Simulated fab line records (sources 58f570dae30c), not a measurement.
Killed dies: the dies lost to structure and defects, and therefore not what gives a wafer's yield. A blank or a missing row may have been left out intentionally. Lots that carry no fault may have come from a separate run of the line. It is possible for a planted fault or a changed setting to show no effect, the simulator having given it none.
Split-lot trial    flow berkeleyCmos170    23 wafers read from 5 lots, route of 331 steps

== THE SPLIT ITSELF ==
At UCB170_ACTIVE_PEB_11, the setting pebTempC was moved away from the recipe's 130 C on 5 of the 23 wafers read, by +1.1% to +2.8%. For the rest of the wafers, this setting stayed at what the recipe calls for.

== FROM THE SPLIT TO THE READING: what the file shows between them, 4 steps ==
- UCB170_ACTIVE_DEVELOP_12: develop time 45 s
- UCB170_ACTIVE_CD_MEAS_13: target cd 1200 nm
- UCB170_ACTIVE_ETCH_15: etches Si3N4 in CH3F/Ar/O2, stops on SiO2, target depth 242 nm, time 151 s
- UCB170_ACTIVE_STRIP_16: strips in O2

== THE READING ==
Shown in nm: cdNm at UCB170_ACTIVE_CD_MEAS_90, with target cd 1200 nm. On this fab line, fault-free wafers typically give 1198.9 nm with a standard deviation of 1.1 nm.

wafer   tool, chamber at the split  pebTempC as run, C  against the recipe  cdNm, nm  against lot-mates on the recipe
L074.1  lithoTrack-04, 0            130                 recipe              1201.9    -
L074.5  lithoTrack-04, 0            130                 recipe              1200.2    -
L074.6  lithoTrack-04, 0            130                 recipe              1202.2    -
L079.2  lithoTrack-01, 0            130                 recipe              1197.9    -
L079.3  lithoTrack-01, 0            130                 recipe              1199.4    -
L079.4  lithoTrack-01, 0            130                 recipe              1197.4    -
L079.5  lithoTrack-01, 0            130                 recipe              1199.3    -
L079.6  lithoTrack-01, 0            130                 recipe              1197.5    -
L076.1  lithoTrack-03, 0            130                 recipe              1200.2    -
L076.3  lithoTrack-03, 0            131.4               +1.1%               1189.0    -10.3
L076.4  lithoTrack-03, 0            131.4               +1.1%               1190.4    -8.9
L076.5  lithoTrack-03, 0            130                 recipe              1198.2    -
L076.6  lithoTrack-03, 0            130                 recipe              1199.6    -
L080.1  lithoTrack-01, 0            133.7               +2.8%               1176.6    -23.2
L080.2  lithoTrack-01, 0            133.7               +2.8%               1178.8    -21.0
L080.3  lithoTrack-01, 0            130                 recipe              1199.7    -
L080.4  lithoTrack-01, 0            130                 recipe              1199.9    -
L080.6  lithoTrack-01, 0            133.7               +2.8%               1176.0    -23.8
L083.1  lithoTrack-04, 0            130                 recipe              1198.5    -
L083.2  lithoTrack-04, 0            130                 recipe              1197.7    -
L083.3  lithoTrack-04, 0            130                 recipe              1197.7    -
L083.4  lithoTrack-04, 0            130                 recipe              1199.6    -
L083.5  lithoTrack-04, 0            130                 recipe              1199.7    -

THE FIT
A straight line over all 23 wafers: cdNm changes by -7.84 nm for each +1% of pebTempC; r = -0.98; the points scatter about the line by 1.4 nm.
The same after taking each lot's own level away (the mean of its wafers on the recipe; 23 wafers): -8.02 nm for each +1%; r = -0.99; scatter 0.96 nm.
That fit puts the effect of the largest move of pebTempC on the reading at 23 nm.
Measured against the standard deviation above, the lots' own levels, which go from 1198.30 to 1201.43 nm, span 2.8 times it.
The two slopes are in agreement: the lot-to-lot level therefore moves the slope only a little.
Check: for one of the wafers moved furthest among these (+2.8%), held out of the fit, the line's prediction against its lot-mates is -22.8 nm. It came out at -23.2 nm against them.

== FURTHER SPLITS ON THESE WAFERS ==
Note: prior to the reading, these wafers also went through further splits. Each is held against what the fit with the lots' levels taken away leaves over:
other split on the same wafers     wafers away from the commonest value  r with cdNm (lot level and that fit taken away)
UCB170_START_OXIDATION_02 tempC    18                                    +0.19
UCB170_NWELL_CVD_04 pressureMtorr  18                                    -0.19
UCB170_NWELL_EXPOSE_09 doseMj      9                                     +0.01
UCB170_PWELL_OXIDATION_02 tempC    10                                    +0.11
UCB170_PWELL_EXPOSE_10 doseMj      9                                     -0.16

== THE WHOLE CHAIN: every reading that the file lists as answering this split, in the file's order ==
step                      what it does                                                                reading                                                       change (the file's fit)               r (the file's)
UCB170_ACTIVE_CD_MEAS_13  target cd 1200 nm                                                           cdNm                                                          -8.2 nm for each +1% of the setting   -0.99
UCB170_ACTIVE_ETCH_15     etches Si3N4 in CH3F/Ar/O2, stops on SiO2, target depth 242 nm, time 151 s  ACTIVE.cdNm (the simulator's own value, which no gauge read)  -8.13 nm for each +1% of the setting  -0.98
UCB170_ACTIVE_CD_MEAS_90  target cd 1200 nm                                                           cdNm                                                          -8.09 nm for each +1% of the setting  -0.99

== THE FILE'S OWN FIT ==
cdNm changes by -8.09 nm for each +1% of pebTempC, r = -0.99.
